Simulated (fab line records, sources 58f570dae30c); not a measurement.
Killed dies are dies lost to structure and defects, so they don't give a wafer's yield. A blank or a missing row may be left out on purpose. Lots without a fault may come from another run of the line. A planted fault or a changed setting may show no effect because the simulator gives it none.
Which tool did it? | flow berkeley_cmos170 | 15 lots, 45 wafers sampled, at 5 steps of a route of 331

WHAT THE GAUGES READ, wafer by wafer
UCB170_NWELL_OVL_MEAS_12. Usual: NWELL_OVL 7 nm, standard deviation 5.6.
lot  | measured    | on         | NWELL_OVL (nm) | flag
L226 | day 2 08:09 | overlay-01 | 0 4 1          |
L227 | day 2 13:05 | overlay-02 | 7 3 9          |
L229 | day 2 23:44 | overlay-02 | -1 9 13        |
L228 | day 2 23:48 | overlay-02 | 1 -1 -4        |
L230 | day 3 08:19 | overlay-01 | 2 7 -3         |
L231 | day 3 17:38 | overlay-01 | 378 382 378    | OFF
L235 | day 4 04:47 | overlay-02 | 378 375 370    | OFF
L236 | day 4 16:36 | overlay-01 | 378 386 385    | OFF
L239 | day 5 07:37 | overlay-02 | 384 385 391    | OFF
L240 | day 5 08:16 | overlay-02 | -1 0 5         |
L243 | day 5 23:29 | overlay-01 | 6 10 13        |
L242 | day 5 23:33 | overlay-02 | 6 10 13        |
L244 | day 6 07:12 | overlay-02 | -1 1 -3        |
L245 | day 6 16:37 | overlay-02 | 7 0 4          |
L248 | day 6 23:48 | overlay-02 | 7 10 11        |

UCB170_ACTIVE_CD_MEAS_90: target cd 1200 nm. Usual: cd_nm 1199.8 nm, standard deviation 1.4.
lot  | measured    | on        | cd_nm (nm)           | flag
L226 | day 4 18:37 | cd_sem-01 | 1200.7 1199.6 1200.7 |
L227 | day 4 18:44 | cd_sem-01 | 1200.4 1198.8 1199.6 |
L229 | day 5 08:57 | cd_sem-02 | 1198.7 1198.3 1197.0 |
L228 | day 5 13:34 | cd_sem-01 | 1199.1 1199.0 1196.9 |
L230 | day 5 21:37 | cd_sem-01 | 1199.5 1200.5 1201.2 |
L231 | day 5 21:08 | cd_sem-01 | 1199.5 1199.1 1199.6 |
L235 | day 6 13:14 | cd_sem-02 | 1201.9 1200.9 1201.9 |
L236 | day 6 21:53 | cd_sem-02 | 1198.9 1198.4 1198.6 |
L239 | day 7 16:32 | cd_sem-01 | 1201.1 1200.8 1200.5 |
L240 | day 7 16:18 | cd_sem-01 | 1200.3 1199.2 1198.5 |
L243 | day 8 09:27 | cd_sem-01 | 1200.7 1199.8 1199.0 |
L242 | day 8 09:40 | cd_sem-02 | 1197.7 1196.8 1198.6 |
L244 | day 8 10:20 | cd_sem-02 | 1200.2 1199.3 1198.3 |
L245 | day 9 03:37 | cd_sem-01 | 1202.9 1203.4 1203.8 |
L248 | day 9 11:04 | cd_sem-02 | 1199.7 1200.4 1200.5 |

UCB170_FIELD_THK_MEAS_90. Usual: FIELD_OXIDE_LEFT_1_THK 435 nm, standard deviation 11.
lot  | measured     | on            | FIELD_OXIDE_LEFT_1_THK (nm) | flag
L226 | day 5 12:49  | film_metro-02 | 438 444 437                 |
L227 | day 5 12:49  | film_metro-01 | 440 439 434                 |
L229 | day 6 02:14  | film_metro-02 | 418 410 419                 |
L228 | day 6 07:50  | film_metro-04 | 441 443 450                 |
L230 | day 6 15:58  | film_metro-04 | 446 442 441                 |
L231 | day 6 15:58  | film_metro-01 | 428 435 431                 |
L235 | day 7 08:18  | film_metro-04 | 433 440 440                 |
L236 | day 7 19:34  | film_metro-01 | 437 444 444                 |
L239 | day 8 13:59  | film_metro-01 | 437 429 437                 |
L240 | day 8 13:59  | film_metro-04 | 433 427 418                 |
L243 | day 9 06:14  | film_metro-02 | 438 431 430                 |
L242 | day 9 06:13  | film_metro-04 | 428 412 425                 |
L244 | day 9 06:14  | film_metro-01 | 429 438 433                 |
L245 | day 9 20:44  | film_metro-04 | 428 437 426                 |
L248 | day 10 07:41 | film_metro-01 | 432 432 438                 |

UCB170_SCREENOX_THK_MEAS_02. Usual: SCREENOX_OXIDE_THK 13.87 nm, standard deviation 0.25.
lot  | measured     | on            | SCREENOX_OXIDE_THK (nm) | flag
L226 | day 6 01:39  | film_metro-02 | 14.25 14.40 14.27       |
L227 | day 6 01:41  | film_metro-02 | 13.98 14.14 14.08       |
L229 | day 6 14:09  | film_metro-03 | 13.55 13.94 13.90       |
L228 | day 6 14:08  | film_metro-02 | 13.65 13.88 13.77       |
L230 | day 7 04:41  | film_metro-02 | 13.69 13.82 14.01       |
L231 | day 7 04:43  | film_metro-01 | 14.05 14.08 13.94       |
L235 | day 8 00:41  | film_metro-02 | 13.63 13.56 13.51       |
L236 | day 8 08:05  | film_metro-03 | 13.58 13.62 13.52       |
L239 | day 9 03:14  | film_metro-02 | 14.38 14.12 14.57       |
L240 | day 9 03:14  | film_metro-03 | 14.10 13.80 13.89       |
L243 | day 9 19:44  | film_metro-03 | 13.89 13.77 13.61       |
L242 | day 9 19:44  | film_metro-01 | 14.10 14.11 13.96       |
L244 | day 9 19:43  | film_metro-02 | 13.70 14.01 13.94       |
L245 | day 10 11:14 | film_metro-02 | 13.76 13.90 13.57       |
L248 | day 10 22:01 | film_metro-01 | 13.86 14.15 14.09       |

WHICH TOOL RAN EACH LOT (tool, then ch and the chambers of the sampled wafers, then the start)
lot  | UCB170_NWELL_EXPOSE_09
L226 | krf_scanner-02 ch 0, day 2 07:18
L227 | krf_scanner-01 ch 0, day 2 12:41
L229 | krf_scanner-01 ch 0, day 2 22:52
L228 | krf_scanner-02 ch 0, day 2 23:04
L230 | krf_scanner-01 ch 0, day 3 07:55
L231 | krf_scanner-01 ch 0, day 3 17:14
L235 | krf_scanner-01 ch 0, day 4 04:05
L236 | krf_scanner-01 ch 0, day 4 16:15
L239 | krf_scanner-01 ch 0, day 5 07:12
L240 | krf_scanner-02 ch 0, day 5 07:26
L243 | krf_scanner-02 ch 0, day 5 22:43
L242 | krf_scanner-02 ch 0, day 5 22:48
L244 | krf_scanner-02 ch 0, day 6 06:49
L245 | krf_scanner-02 ch 0, day 6 16:14
L248 | krf_scanner-02 ch 0, day 6 23:25
- UCB170_NWELL_EXPOSE_09: exposes mask NWELL, target cd 3000 nm.

WHAT THE TOOLS THEMSELVES READ (means of the sampled wafers that have a number; where no wafer has one, the mark that the record gives instead)
The record holds no such reading with a usual standard deviation.

THE ANSWER, worked out from the rows above alone
Rule: a lot is off if the mean of its wafers that have a number lies more than 3 standard deviations from the usual mean. A lot without any number at a reading at which 4 lots or more have one is off too. The other lots that the step has rows for count as sound. The gauges are gone through in route order, then the tools' own readings, and for those a lot's mean is taken as printed above. The first step at which some lot is off is used, and at that step the reading that is off furthest; a lot without a number counts as furthest.
Off: L231, L235, L236, L239, at UCB170_NWELL_OVL_MEAS_12 (NWELL_OVL).
A tool fits if, at a process step before that reading, it ran every lot that is off, and no sound lot after the first of them. The gauges at UCB170_NWELL_OVL_MEAS_12 are tried like those tools. One fits: krf_scanner-01 at UCB170_NWELL_EXPOSE_09. Its last sound lot is L230 (day 3 07:55), its first lot that is off L231 (day 3 17:14): a fault that began between those two fits.

WHAT THE SIMULATOR HAD PUT IN
Scanner matching overlay: krf_scanner-01, from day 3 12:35 on, at UCB170_NWELL_EXPOSE_09. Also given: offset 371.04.
Lots struck among those shown: L231, L235, L236, L239. The rule above found the same.
